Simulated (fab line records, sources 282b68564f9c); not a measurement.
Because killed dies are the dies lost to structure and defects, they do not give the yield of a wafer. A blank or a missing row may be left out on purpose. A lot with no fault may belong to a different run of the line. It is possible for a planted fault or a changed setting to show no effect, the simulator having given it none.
What tool caused it?    flow ritCmos    15 lots with 45 wafers sampled at 3 steps, on a route of 202 steps

## WHAT THE GAUGES SHOWED, per wafer
RIT_M1_CD_MEAS_09: the cd target is 2600 nm.
lot   measured     on        cdNm (nm)
L985  day 3 17:05  cdSem-02  2597.1 2598.6 2598.1
L986  day 3 23:19  cdSem-01  2599.3 2599.6 2597.8
L987  day 4 00:28  cdSem-01  2596.0 2597.5 2598.8
L988  day 4 04:50  cdSem-02  2600.3 2601.3 2599.8
L989  day 4 06:35  cdSem-01  2600.7 2601.0 2600.2
L990  day 4 08:50  cdSem-02  2599.7 2599.4 2599.2
L991  day 4 16:59  cdSem-01  2602.7 2598.3 2600.4
L994  day 5 08:55  cdSem-02  2601.5 2602.5 2601.1
L996  day 6 00:20  cdSem-01  2598.0 2598.3 2598.4
L997  day 6 02:55  cdSem-01  2603.2 2601.3 2602.8
L998  day 6 04:21  cdSem-01  2602.3 2601.3 2604.1
L100  day 6 15:26  cdSem-01  2602.1 2600.6 2600.4
L103  day 7 05:17  cdSem-02  2598.2 2600.2 2599.3
L106  day 7 17:31  cdSem-02  2599.4 2596.9 2597.3
L108  day 8 08:04  cdSem-01  2601.8 2598.0 2601.1

## WHICH TOOL RAN EACH LOT (tool, then ch and the chambers of the sampled wafers, then the start)
lot   RIT_CONTACT_ETCH_11               RIT_CONTACT_STRIP_12
L985  rieDiel-02 ch 0,1,2, day 3 14:41  plasmaAsher-02 ch 1, day 3 14:53
L986  rieDiel-03 ch 0,3, day 3 20:52    plasmaAsher-04 ch 0,1, day 3 21:03
L987  rieDiel-04 ch 0,3, day 3 22:12    plasmaAsher-04 ch 0,1, day 3 22:24
L988  rieDiel-04 ch 2,3, day 4 02:35    plasmaAsher-03 ch 0,1, day 4 02:50
L989  rieDiel-02 ch 1,2,3, day 4 04:16  plasmaAsher-03 ch 0,1, day 4 04:27
L990  rieDiel-03 ch 2,3, day 4 06:39    plasmaAsher-02 ch 0,1, day 4 06:50
L991  rieDiel-04 ch 0,1, day 4 14:40    plasmaAsher-03 ch 0,1, day 4 14:52
L994  rieDiel-02 ch 0,3, day 5 06:32    plasmaAsher-03 ch 0,1, day 5 06:44
L996  rieDiel-04 ch 2,3, day 5 22:04    plasmaAsher-03 ch 0,1, day 5 22:19
L997  rieDiel-03 ch 2,3, day 6 00:35    plasmaAsher-04 ch 0,1, day 6 00:47
L998  rieDiel-04 ch 1,2,3, day 6 02:04  plasmaAsher-04 ch 0,1, day 6 02:16
L100  rieDiel-03 ch 1,2,3, day 6 12:59  plasmaAsher-02 ch 0,1, day 6 13:11
L103  rieDiel-02 ch 2,3, day 7 02:53    plasmaAsher-02 ch 0,1, day 7 03:05
L106  rieDiel-02 ch 0,1,2, day 7 15:11  plasmaAsher-04 ch 0,1, day 7 15:22
L108  rieDiel-02 ch 1,2, day 8 05:44    plasmaAsher-04 ch 1, day 8 05:56
- RIT_CONTACT_ETCH_11: etches SiO2 in CHF3/CF4/Ar, stops on TiSi2, target depth 480 nm, time 320 s.
- RIT_CONTACT_STRIP_12: strips in O2, time 180 s.

## AS READ BY THE TOOLS THEMSELVES (means over the sampled wafers that have a number; for cases with no such wafer, the mark the record gives instead)
RIT_CONTACT_ETCH_11.
lot   tool        drypumpMotorCurrentA (A)  oesProductAu (a.u.)  runLengthS (s)  throttleValvePct (%)
L985  rieDiel-02  5.36                      0.996                348.1           8.79
L986  rieDiel-03  5.23                      1.008                348.3           8.81
L987  rieDiel-04  5.45                      0.989                347.7           8.82
L988  rieDiel-04  5.54                      0.985                348.0           8.88
L989  rieDiel-02  5.28                      0.990                348.2           8.80
L990  rieDiel-03  5.36                      1.004                348.6           9.03
L991  rieDiel-04  5.71                      0.989                348.2           8.87
L994  rieDiel-02  5.47                      1.004                348.2           8.69
L996  rieDiel-04  5.42                      0.990                347.6           8.85
L997  rieDiel-03  5.14                      1.007                348.5           8.93
L998  rieDiel-04  5.54                      0.985                347.9           8.91
L100  rieDiel-03  5.42                      1.006                348.0           8.98
L103  rieDiel-02  5.20                      0.985                383.9           8.79
L106  rieDiel-02  5.38                      0.996                383.7           8.80
L108  rieDiel-02  5.17                      0.986                419.3           8.88

RIT_CONTACT_STRIP_12.
lot   tool            drypumpMotorCurrentA (A)
L985  plasmaAsher-02  6.1
L986  plasmaAsher-04  5.4
L987  plasmaAsher-04  5.4
L988  plasmaAsher-03  5.8
L989  plasmaAsher-03  5.6
L990  plasmaAsher-02  5.9
L991  plasmaAsher-03  5.8
L994  plasmaAsher-03  5.7
L996  plasmaAsher-03  5.7
L997  plasmaAsher-04  5.6
L998  plasmaAsher-04  5.6
L100  plasmaAsher-02  5.6
L103  plasmaAsher-02  5.8
L106  plasmaAsher-04  5.5
L108  plasmaAsher-04  5.2

## THE ANSWER, worked out from the rows above alone
Rule: usual is defined by the lots themselves. Put in order of their means at a reading, lots are off if they are a third of the lots or fewer, leave a main group of 4 or more, and stand apart from it by a gap of 3 or more times the standard deviation of the main group's means; of several such gaps the widest counts. Not used: any main group whose means are identical at the precision the tables above print for the reading. A lot without any number at a reading at which 4 lots or more have one is off too. Where the step has rows for the other lots, those lots are counted as sound. First the gauges in route order, then the tools' own readings, where a lot's mean is used as printed above. At the first step where some lot is off, the reading lying furthest off is the one used; lots without a number count as furthest.
Off, at RIT_CONTACT_ETCH_11 on runLengthS: L103, L106, L108. For the main group the mean is 348.1 s and the standard deviation 0.28.
A tool fits if, at that step or a process step before it, it ran every lot that is off, and no sound lot after the first of them. One fits: rieDiel-02 at RIT_CONTACT_ETCH_11. A fault onset in the window from L994 (day 5 06:32, its last sound lot) to L103 (day 7 02:53, its first lot off) fits.
On the lots that are off, the tool's own readings at RIT_CONTACT_ETCH_11 differ by more than 5 times the standard deviation of the sound lots' means, which bears it out; runLengthS reads 395.6 s there versus 348.1 s on the sound lots.

## WHAT THE SIMULATOR HAD INSERTED
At RIT_CONTACT_ETCH_11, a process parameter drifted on rieDiel-02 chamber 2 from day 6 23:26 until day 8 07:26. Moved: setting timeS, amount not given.
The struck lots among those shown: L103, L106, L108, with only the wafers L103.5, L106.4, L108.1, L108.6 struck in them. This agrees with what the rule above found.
